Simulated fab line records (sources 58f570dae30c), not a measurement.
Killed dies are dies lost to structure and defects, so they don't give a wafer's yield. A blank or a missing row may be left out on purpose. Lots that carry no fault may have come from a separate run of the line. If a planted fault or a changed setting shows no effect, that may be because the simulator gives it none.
One fault seen from 2 desks / flow berkeleyCmos170 / what lay behind the numbers comes last; until then each desk has only its own

== TOOL OWNER'S DESK, lpcvd-01 ==
The tool's own readings at UCB170_ACTIVE_CVD_05 (deposits Si3N4 from SiH2Cl2/NH3, target thk 220 nm, time 3300 s): means of the sampled wafers that have a number, for each lot that ran on this tool. A lot is out of limits, marked OUT, if its mean lies more than 4 standard deviations from the usual mean; the brackets give that distance.
Columns: A = spikeTcCentreC at UCB170_ACTIVE_CVD_05, usual 803.1 C; B = zonePowerSourcePct at UCB170_ACTIVE_CVD_05, usual 21.3 %
lot=L870; first seen here=day 3 21:59; A=802.6; B=23.1
lot=L871; first seen here=day 3 21:59; A=802.8; B=23.3
lot=L872; first seen here=day 4 05:05; A=802.2; B=23.3
lot=L874; first seen here=day 4 20:37; A=801.8; B=23.2
lot=L887; first seen here=day 7 18:34; A=801.8; B=23.1
lot=L888; first seen here=day 8 00:17; A=804.2; B=20.4
Result from this desk: across the 6 lots, nothing is out of limits.

== METROLOGY DESK ==
Means of the sampled wafers that have a number, per lot and without regard to the tool the lot ran on: this is what the gauges read. A lot is out of limits, marked OUT, if its mean lies more than 4 standard deviations from the usual mean; the brackets give that distance.
Columns: A = PWELL_NITRIDE_THK at UCB170_PWELL_THK_MEAS_06, usual 215.1 nm; B = ACTIVE_NITRIDE_THK at UCB170_ACTIVE_THK_MEAS_06, usual 219.4 nm; C = cdNm at UCB170_ACTIVE_CD_MEAS_90, usual 1200.1 nm
lot=L871; first seen here=day 2 20:52; A=214.4; B=223.7; C=1200.4
lot=L870; first seen here=day 2 20:53; A=212.9; B=218.8; C=1201.5
lot=L872; first seen here=day 3 05:52; A=219.4; B=221.0; C=1200.9
lot=L874; first seen here=day 3 21:24; A=214.8; B=337.0 (+59) OUT; C=1199.4
lot=L883; first seen here=day 5 18:55; A=216.0; B=218.5; C=1197.4
lot=L885; first seen here=day 6 03:31; A=218.1; B=219.6; C=1199.4
lot=L886; first seen here=day 6 07:10; A=210.2; B=219.1; C=1195.5
lot=L887; first seen here=day 6 14:20; A=213.1; B=220.2; C=1201.4
lot=L889; first seen here=day 6 20:16; A=219.7; B=217.4; C=1201.2
lot=L888; first seen here=day 6 20:17; A=212.3; B=220.0; C=1202.6
lot=L890; first seen here=day 7 00:01; A=217.1; B=220.6; C=1202.0
lot=L891; first seen here=day 7 13:24; A=211.1; B=218.8; C=1200.9
lot=L893; first seen here=day 8 00:56; A=216.4; B=219.4; C=1201.5
This desk reports L874 out of limits; the earliest was L874 at day 4 22:34 (ACTIVE_NITRIDE_THK at UCB170_ACTIVE_THK_MEAS_06). Within limits: L871, L870, L872, L883, L885, L886, L887, L889, L888, L890, L891, L893.

== TAKEN TOGETHER ==
On L874, the metrology desk was in a position to raise an alarm at day 4 22:34.
Nothing out of limits was seen by the tool owner's desk.
On record at the tool owner's desk: L874, within its limits.
Every lot named ran UCB170_ACTIVE_CVD_05 on lpcvd-01.

== WHAT HAD BEEN PUT IN BY THE SIMULATOR ==
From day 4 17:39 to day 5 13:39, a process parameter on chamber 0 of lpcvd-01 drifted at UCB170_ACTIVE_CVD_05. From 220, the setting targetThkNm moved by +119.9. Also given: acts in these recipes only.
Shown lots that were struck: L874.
Hours from the fault's start to each desk's first reading out of limits: the metrology desk, 5.
